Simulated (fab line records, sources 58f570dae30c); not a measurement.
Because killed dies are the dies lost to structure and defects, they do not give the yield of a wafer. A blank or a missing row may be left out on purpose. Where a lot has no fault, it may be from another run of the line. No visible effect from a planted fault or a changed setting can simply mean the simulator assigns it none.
8D (eight disciplines) problem report, filled in by code	flow berkeley cmos170	the parts of the form that need people (team, actions taken, sign-off) are left out

== 1. PROBLEM STATEMENT ==
Mean SPACER_TEOS_THK at UCB170_SPACER_THK_MEAS_01: 329 nm over 6 wafers in 2 lots; fault-free wafers: 375 nm, standard deviation 4.4. Measured from the usual mean, that is -10 standard deviations.
First observed at day 11 02:48: wafer L146.1, on film metro-02. At this step, 42 wafers from 14 lots have a number in the record. Rule for "out", or "out of limits": more than 4 standard deviations from the usual mean. Any other wafer with a number is counted as sound.

== 2. WHAT IT IS, WHAT IT ISN'T ==
question	is	is not
which readings at this step	SPACER_TEOS_THK	-
which lots	L146, L150	L128, L131, L132, L134, L135, L136, L137, L138, L140, L141, L149, L151
which wafers of those lots	all that have a number	-
read on which gauges	film metro-02	film metro-01, film metro-03
when	from day 11 02:48	up to then (30 sound wafers); but 6 sound wafers of L149, L151 came after

== 3. SUSPECTS, AND WHAT RULES EACH OUT ==
Counting: a tool at a process step up to the reading stays a suspect if it ran every lot that is out and no sound lot after the first of them.
- the gauge at UCB170_SPACER_THK_MEAS_01: kept. All the wafers that are out were read on film metro-02, and no step on other tools shows them out.
- pecvd-01 at UCB170_SPACER_CVD_00 (deposits SiO2 from TEOS/O2, target thk 376 nm, time 47 s): kept. All lots that are out passed through it, beginning with L146 at day 11 02:46, and no sound lot followed; its final sound lot before that point was L141 at day 10 10:25.
Remaining after the count are pecvd-01 at UCB170_SPACER_CVD_00 and film metro-02 at UCB170_SPACER_THK_MEAS_01.

== 4. THE CAUSE (what the simulator had put in) ==
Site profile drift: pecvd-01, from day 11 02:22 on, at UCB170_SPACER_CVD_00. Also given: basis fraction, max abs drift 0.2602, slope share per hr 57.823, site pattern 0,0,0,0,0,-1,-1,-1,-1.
After counting, 2 suspects remain, this tool included.

== 5. THE EFFECT CHAIN, in route order ==
Each row: a reading whose mean over the struck wafers that have a number lies more than 3 standard deviations from the usual. Readings are gone through only where the record gives a usual standard deviation; hours: the median, over the lots, of the time from a lot's start at the first step in this table giving one to that lot's start at this step; sigmas: the change measured in usual standard deviations.
hours	step	reading	usual	on struck wafers	change	sigmas
0	UCB170_SPACER_THK_MEAS_01	SPACER_TEOS_THK	375 nm	329	-46	-10
5	UCB170_SPACER_ETCHBACK_03	oes product au	0.904 a.u.	0.835	-0.069	-4.0
Here are the process steps it includes:
- UCB170_SPACER_ETCHBACK_03: etches SiO2 in CHF3/CF4/Ar, stops on Si, target depth 376 nm, time 100 s.
Later measuring or inspecting steps at which every struck wafer that the step has a row for has a number for every such reading, and none has moved that far: UCB170_V1_THK_MEAS_04.

== 6. HOW IT WOULD HAVE BEEN CAUGHT EARLIER ==
In this record the first reading out of limits at a measuring or inspecting step was taken at day 11 02:48, 0 hours after the fault began at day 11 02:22.
An alarm limit of 4 standard deviations would not have fired on the tool readings at UCB170_SPACER_CVD_00 for which the record gives a usual standard deviation, since none of them was out on any struck wafer.
Of the lots that are out (2), L150 began UCB170_SPACER_CVD_00 on pecvd-01 after day 11 02:48. It would have been spared by a hold on the tool at that moment.
